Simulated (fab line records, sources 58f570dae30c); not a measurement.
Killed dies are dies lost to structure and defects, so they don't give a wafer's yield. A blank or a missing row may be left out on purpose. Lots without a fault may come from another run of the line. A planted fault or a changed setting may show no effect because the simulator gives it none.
Which tool did it? | flow berkeley_cmos170 | 14 lots, 42 wafers sampled, at 5 steps of a route of 331

WHAT THE GAUGES READ, wafer by wafer
UCB170_M1_CD_MEAS_90: target cd 700 nm.
lot  | measured     | on        | cd_nm (nm)
L625 | day 7 06:31  | cd_sem-01 | 701.6 702.8 702.1
L627 | day 7 15:46  | cd_sem-02 | 700.9 702.7 699.0
L626 | day 7 16:49  | cd_sem-01 | 694.4 698.8 698.7
L628 | day 8 10:52  | cd_sem-01 | 696.2 700.0 699.9
L629 | day 8 11:04  | cd_sem-01 | 697.6 699.9 697.9
L631 | day 8 11:38  | cd_sem-01 | 697.0 696.2 696.7
L633 | day 8 23:17  | cd_sem-01 | 700.7 698.7 700.8
L636 | day 9 13:23  | cd_sem-01 | 704.7 701.6 704.1
L635 | day 9 13:40  | cd_sem-01 | 705.3 705.2 707.9
L634 | day 9 13:45  | cd_sem-02 | 701.1 701.6 699.1
L640 | day 10 05:17 | cd_sem-01 | 702.0 698.3 704.0
L643 | day 10 21:01 | cd_sem-01 | 702.1 700.5 700.3
L647 | day 11 09:05 | cd_sem-01 | 704.6 698.6 702.4
L648 | day 11 21:58 | cd_sem-02 | 699.9 698.8 699.0

UCB170_M2_CD_MEAS_15: target cd 700 nm.
lot  | measured     | on        | cd_nm (nm)
L625 | day 7 15:22  | cd_sem-01 | 699.2 698.5 699.7
L627 | day 8 03:45  | cd_sem-02 | 699.3 699.4 699.8
L626 | day 8 03:40  | cd_sem-01 | 701.4 702.1 703.3
L628 | day 8 17:56  | cd_sem-01 | 700.0 701.3 700.8
L629 | day 8 21:07  | cd_sem-01 | 701.2 701.7 700.3
L631 | day 8 21:25  | cd_sem-01 | 699.9 700.9 701.2
L633 | day 9 10:14  | cd_sem-01 | 772.3 773.6 771.9
L636 | day 10 00:32 | cd_sem-01 | 701.1 701.4 700.5
L635 | day 10 00:41 | cd_sem-01 | 758.1 759.3 756.6
L634 | day 10 02:12 | cd_sem-01 | 698.4 699.1 700.1
L640 | day 10 14:12 | cd_sem-01 | 699.1 698.9 697.7
L643 | day 11 08:31 | cd_sem-01 | 699.2 698.8 698.3
L647 | day 11 17:10 | cd_sem-01 | 700.4 700.9 701.1
L648 | day 12 04:37 | cd_sem-01 | 699.9 700.1 698.3

UCB170_V2_BOW_MEAS_03.
lot  | measured     | on            | V2_BOW (um)
L625 | day 7 16:29  | film_metro-03 | 40 35 40
L627 | day 8 04:52  | film_metro-03 | 40 33 30
L626 | day 8 04:59  | film_metro-02 | 41 18 40
L628 | day 8 19:11  | film_metro-03 | 45 40 33
L629 | day 8 22:16  | film_metro-01 | 34 38 33
L631 | day 8 22:53  | film_metro-02 | 38 39 31
L633 | day 9 11:21  | film_metro-02 | 51 24 34
L636 | day 10 01:39 | film_metro-02 | 40 26 35
L635 | day 10 01:59 | film_metro-02 | 40 38 38
L634 | day 10 03:19 | film_metro-01 | 27 39 37
L640 | day 10 15:20 | film_metro-02 | 38 33 31
L643 | day 11 10:07 | film_metro-03 | 26 46 30
L647 | day 11 18:24 | film_metro-02 | 49 37 31
L648 | day 12 05:44 | film_metro-03 | 38 39 38

WHICH TOOL RAN EACH LOT (tool, then ch and the chambers of the sampled wafers, then the start)
lot  | UCB170_V1_ETCH_14                  | UCB170_M2_EXPOSE_12
L625 | rie_diel-04 ch 0,3, day 7 11:43    | krf_scanner-02 ch 0, day 7 14:59
L627 | rie_diel-04 ch 1,2,3, day 7 23:59  | krf_scanner-01 ch 0, day 8 03:14
L626 | rie_diel-02 ch 2,3, day 7 23:45    | krf_scanner-01 ch 0, day 8 03:07
L628 | rie_diel-02 ch 1,3, day 8 15:13    | krf_scanner-01 ch 0, day 8 17:26
L629 | rie_diel-02 ch 0,3, day 8 17:48    | krf_scanner-02 ch 0, day 8 20:10
L631 | rie_diel-04 ch 2,3, day 8 17:58    | krf_scanner-01 ch 0, day 8 20:26
L633 | rie_diel-04 ch 0,2,3, day 9 07:01  | krf_scanner-02 ch 0, day 9 09:30
L636 | rie_diel-03 ch 1,3, day 9 20:52    | krf_scanner-01 ch 0, day 9 23:29
L635 | rie_diel-04 ch 1,3, day 9 21:07    | krf_scanner-02 ch 0, day 9 23:46
L634 | rie_diel-02 ch 0,1,2, day 9 21:28  | krf_scanner-01 ch 0, day 10 01:10
L640 | rie_diel-02 ch 0,2, day 10 11:21   | krf_scanner-01 ch 0, day 10 13:49
L643 | rie_diel-02 ch 1,2, day 11 04:13   | krf_scanner-01 ch 0, day 11 07:34
L647 | rie_diel-02 ch 0,1,3, day 11 14:42 | krf_scanner-01 ch 0, day 11 16:47
L648 | rie_diel-02 ch 0,2, day 12 02:19   | krf_scanner-01 ch 0, day 12 04:13
- UCB170_V1_ETCH_14: etches SiO2 in CHF3/CF4/Ar, stops on Al, target depth 1250 nm, time 291 s.
- UCB170_M2_EXPOSE_12: exposes mask METAL2, target cd 700 nm.

WHAT THE TOOLS THEMSELVES READ (means of the sampled wafers that have a number; where no wafer has one, the mark that the record gives instead)
UCB170_V1_ETCH_14.
lot  | tool        | cf4_flow_sccm (sccm) | drypump_motor_current_A (A) | oes_product_au (a.u.) | throttle_valve_pct (%)
L625 | rie_diel-04 | 15.00                | 5.80                        | 0.896                 | 7.09
L627 | rie_diel-04 | 15.02                | 5.96                        | 0.881                 | 7.06
L626 | rie_diel-02 | 15.04                | 5.94                        | 0.883                 | 6.88
L628 | rie_diel-02 | 14.96                | 5.64                        | 0.870                 | 6.91
L629 | rie_diel-02 | 15.02                | 5.95                        | 0.877                 | 7.04
L631 | rie_diel-04 | 15.02                | 6.04                        | 0.875                 | 7.02
L633 | rie_diel-04 | 15.01                | 5.91                        | 0.882                 | 7.06
L636 | rie_diel-03 | 15.03                | 5.64                        | 0.861                 | 6.99
L635 | rie_diel-04 | 14.99                | 5.88                        | 0.888                 | 7.10
L634 | rie_diel-02 | 14.99                | 5.95                        | 0.867                 | 7.00
L640 | rie_diel-02 | 15.05                | 6.12                        | 0.868                 | 7.04
L643 | rie_diel-02 | 15.00                | 5.93                        | 0.872                 | 6.91
L647 | rie_diel-02 | 14.98                | 5.80                        | 0.872                 | 7.00
L648 | rie_diel-02 | 15.02                | 6.11                        | 0.872                 | 7.04

UCB170_M2_EXPOSE_12.
lot  | tool           | exposure_dose_mJ_cm2 | stage_vel_mm_s (mm/s)
L625 | krf_scanner-02 | 26.016               | 500.05
L627 | krf_scanner-01 | 25.999               | 499.83
L626 | krf_scanner-01 | 26.004               | 499.93
L628 | krf_scanner-01 | 26.003               | 500.42
L629 | krf_scanner-02 | 25.998               | 499.89
L631 | krf_scanner-01 | 25.977               | 500.22
L633 | krf_scanner-02 | 17.222               | 499.72
L636 | krf_scanner-01 | 25.999               | 500.33
L635 | krf_scanner-02 | 18.954               | 499.97
L634 | krf_scanner-01 | 25.990               | 499.92
L640 | krf_scanner-01 | 25.999               | 500.05
L643 | krf_scanner-01 | 26.018               | 500.17
L647 | krf_scanner-01 | 25.982               | 499.69
L648 | krf_scanner-01 | 25.999               | 499.92

THE ANSWER, worked out from the rows above alone
Rule: what is usual is taken from the lots themselves. Put in order of their means at a reading, lots are off if they are a third of the lots or fewer, leave a main group of 4 or more, and stand apart from it by a gap of 3 or more times the standard deviation of the main group's means; of several such gaps the widest counts. A main group whose means are all the same, to the digits that the tables above print for the reading, isn't used. A lot without any number at a reading at which 4 lots or more have one is off too. The other lots that the step has rows for count as sound. The gauges are gone through in route order, then the tools' own readings, and for those a lot's mean is taken as printed above. The first step at which some lot is off is used, and at that step the reading that is off furthest; a lot without a number counts as furthest.
Off: L633, L635, at UCB170_M2_CD_MEAS_15 (cd_nm). The main group: mean 700.1 nm, standard deviation 1.1.
A tool fits if, at a process step before that reading, it ran every lot that is off, and no sound lot after the first of them. The gauges at UCB170_M2_CD_MEAS_15 aren't tried: what is off there is off at UCB170_M2_EXPOSE_12 too, on other tools, and a gauge's error can't cause that. Can't be told from this: 2 tools fit, rie_diel-04 at UCB170_V1_ETCH_14, krf_scanner-02 at UCB170_M2_EXPOSE_12.

WHAT THE SIMULATOR HAD PUT IN
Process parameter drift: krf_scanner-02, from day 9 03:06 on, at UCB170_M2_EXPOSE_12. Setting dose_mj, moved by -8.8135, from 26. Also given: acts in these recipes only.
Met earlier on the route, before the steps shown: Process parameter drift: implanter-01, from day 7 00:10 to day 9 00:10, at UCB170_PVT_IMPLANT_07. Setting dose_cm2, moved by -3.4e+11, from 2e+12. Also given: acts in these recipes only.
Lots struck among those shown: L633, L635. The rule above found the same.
